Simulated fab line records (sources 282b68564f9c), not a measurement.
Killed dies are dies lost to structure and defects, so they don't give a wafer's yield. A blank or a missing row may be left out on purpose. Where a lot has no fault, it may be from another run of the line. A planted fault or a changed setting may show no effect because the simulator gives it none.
Matching of chambers || flow rit-cmos || 3 sister chambers for RIT_FOX2_WET_ETCH_03 on wet-bench-04
The step etches Si3N4 in H3PO4, target depth 195 nm, time 2700 s. 14 wafers are shown with their chamber, then 4 later ones without.

== EACH WAFER AND ITS CHAMBER ==
{"wafer": "L240.2", "chamber": 2, "run-length-s (s)": 2735}
{"wafer": "L240.3", "chamber": 2, "run-length-s (s)": 2735}
{"wafer": "L240.6", "chamber": 2, "run-length-s (s)": 2735}
{"wafer": "L241.2", "chamber": 0, "run-length-s (s)": 2733}
{"wafer": "L241.3", "chamber": 0, "run-length-s (s)": 2733}
{"wafer": "L241.5", "chamber": 0, "run-length-s (s)": 2733}
{"wafer": "L243.3", "chamber": 2, "run-length-s (s)": 2735}
{"wafer": "L243.4", "chamber": 2, "run-length-s (s)": 2735}
{"wafer": "L243.5", "chamber": 2, "run-length-s (s)": 2735}
{"wafer": "L244.1", "chamber": 2, "run-length-s (s)": 2727}
{"wafer": "L244.3", "chamber": 2, "run-length-s (s)": 2727}
{"wafer": "L244.6", "chamber": 2, "run-length-s (s)": 2727}
{"wafer": "L257.2", "chamber": 1, "run-length-s (s)": 2731}
{"wafer": "L257.3", "chamber": 1, "run-length-s (s)": 2731}

SIGNATURES, as means of the wafers listed above
{"reading": "run-length-s", "chamber 0": 2733.00, "chamber 1": 2731.00, "chamber 2": 2732.33, "scatter within a chamber": 3.41}
Rule: for a wafer and a chamber, the distance is found by dividing, reading by reading, the gap between the wafer's reading and the chamber's mean by the reading's scatter, squaring, summing and taking the root. If the next closest chamber is less than 2 further off than the closest, the wafer can't be placed; otherwise it belongs to the closest. The scatter: take each reading less its chamber's mean, square it, sum over the shown wafers, divide by the number of wafers less the number of chambers, and take the root.

== WAFERS WITHOUT THEIR CHAMBER ==
{"wafer": "L257.4", "run-length-s (s)": 2731}
{"wafer": "L258.1", "run-length-s (s)": 2732}
{"wafer": "L258.5", "run-length-s (s)": 2732}
{"wafer": "L258.6", "run-length-s (s)": 2732}

== THE CHAMBER EACH PASSED THROUGH ==
{"wafer": "L257.4", "from the rows above": "can't be placed: 1 or 2 or 0", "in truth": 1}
{"wafer": "L258.1", "from the rows above": "can't be placed: 2 or 0 or 1", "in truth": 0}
{"wafer": "L258.5", "from the rows above": "can't be placed: 2 or 0 or 1", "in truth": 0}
{"wafer": "L258.6", "from the rows above": "can't be placed: 2 or 0 or 1", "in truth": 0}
Correct placement for 0 of the 4. Not placeable from these rows: 4 (in 4, the candidates include the true chamber). Wrongly placed: 0.
